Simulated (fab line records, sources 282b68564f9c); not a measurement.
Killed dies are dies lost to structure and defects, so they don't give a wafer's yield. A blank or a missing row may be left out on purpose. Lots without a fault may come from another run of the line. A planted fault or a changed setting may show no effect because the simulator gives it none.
Problem report in the 8D (eight disciplines) form, filled by code | flow rit_cmos | the parts of the form that need people (team, actions taken, sign-off) are left out

1. THE PROBLEM
FOX1_OXIDE_THK at RIT_FOX1_THK_MEAS_01 reads a mean of 428 nm on 6 wafers of 2 lots; wafers without a fault read 349 nm with a standard deviation of 7.8. That is +10 standard deviations from the usual mean.
First seen on wafer L107.1, day 3 11:38, on film_metro-02. The record holds 42 wafers of 14 lots with a number at this step. Rule for "out", or "out of limits": more than 4 standard deviations from the usual mean. The other wafers with a number count as sound.

2. WHAT IT IS AND WHAT IT IS NOT
question                    | is                           | is not
which readings at this step | FOX1_OXIDE_THK               | -
which lots                  | L107, L112                   | L100, L101, L102, L103, L104, L106, L111, L117, L119, L120, L121, L999
which wafers of those lots  | all that have a number       | -
read on which gauges        | film_metro-01, film_metro-02 | film_metro-03
when                        | from day 3 11:38             | up to then (21 sound wafers); but 15 sound wafers of L111, L117, L119, L120, L121 came after

3. SUSPECTS, AND WHAT RULES EACH OUT
Counting: a tool at a process step up to the reading stays a suspect if it ran every lot that is out and no sound lot after the first of them.
- the gauge at RIT_FOX1_THK_MEAS_01: ruled out. The wafers that are out were read on 2 gauges (film_metro-01, film_metro-02).
- furnace-02 at RIT_FOX1_OXIDATION_00 (target thk 350.7 nm, ox time 1130 s): kept. It ran every lot that is out, first L107 (day 3 10:19), and no sound lot after that; its last sound lot up to then is L106 (day 3 05:35).
Left after counting: furnace-02 at RIT_FOX1_OXIDATION_00.

4. THE CAUSE (what the simulator had put in)
Process parameter drift: furnace-02, from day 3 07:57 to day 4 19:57, at RIT_FOX1_OXIDATION_00. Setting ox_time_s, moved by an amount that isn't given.
Counting left only this tool.

5. THE CHAIN OF EFFECTS, in route order
Each row: a reading whose mean over the struck wafers that have a number lies more than 3 standard deviations from the usual. Only readings for which the record gives a usual standard deviation are gone through. hours: the time from each lot's start at the first step in this table that gives one to its start at this step, as a median over the lots. sigmas: the change in usual standard deviations.
hours | step                 | reading        | usual  | on struck wafers | change | sigmas
0     | RIT_FOX1_THK_MEAS_01 | FOX1_OXIDE_THK | 349 nm | 428              | +79    | +10

6. WHAT WOULD HAVE CAUGHT IT SOONER
In this record the first reading out of limits at a measuring or inspecting step was taken at day 3 11:38, 4 hours after the fault began at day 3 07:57.
Of the tool readings at RIT_FOX1_OXIDATION_00 for which the record gives a usual standard deviation, none was out on any struck wafer, so an alarm limit of 4 standard deviations on them would not have fired.
Of the lots that are out (2), L112 began RIT_FOX1_OXIDATION_00 on furnace-02 after day 3 11:38. A hold on the tool at that time would have spared it.
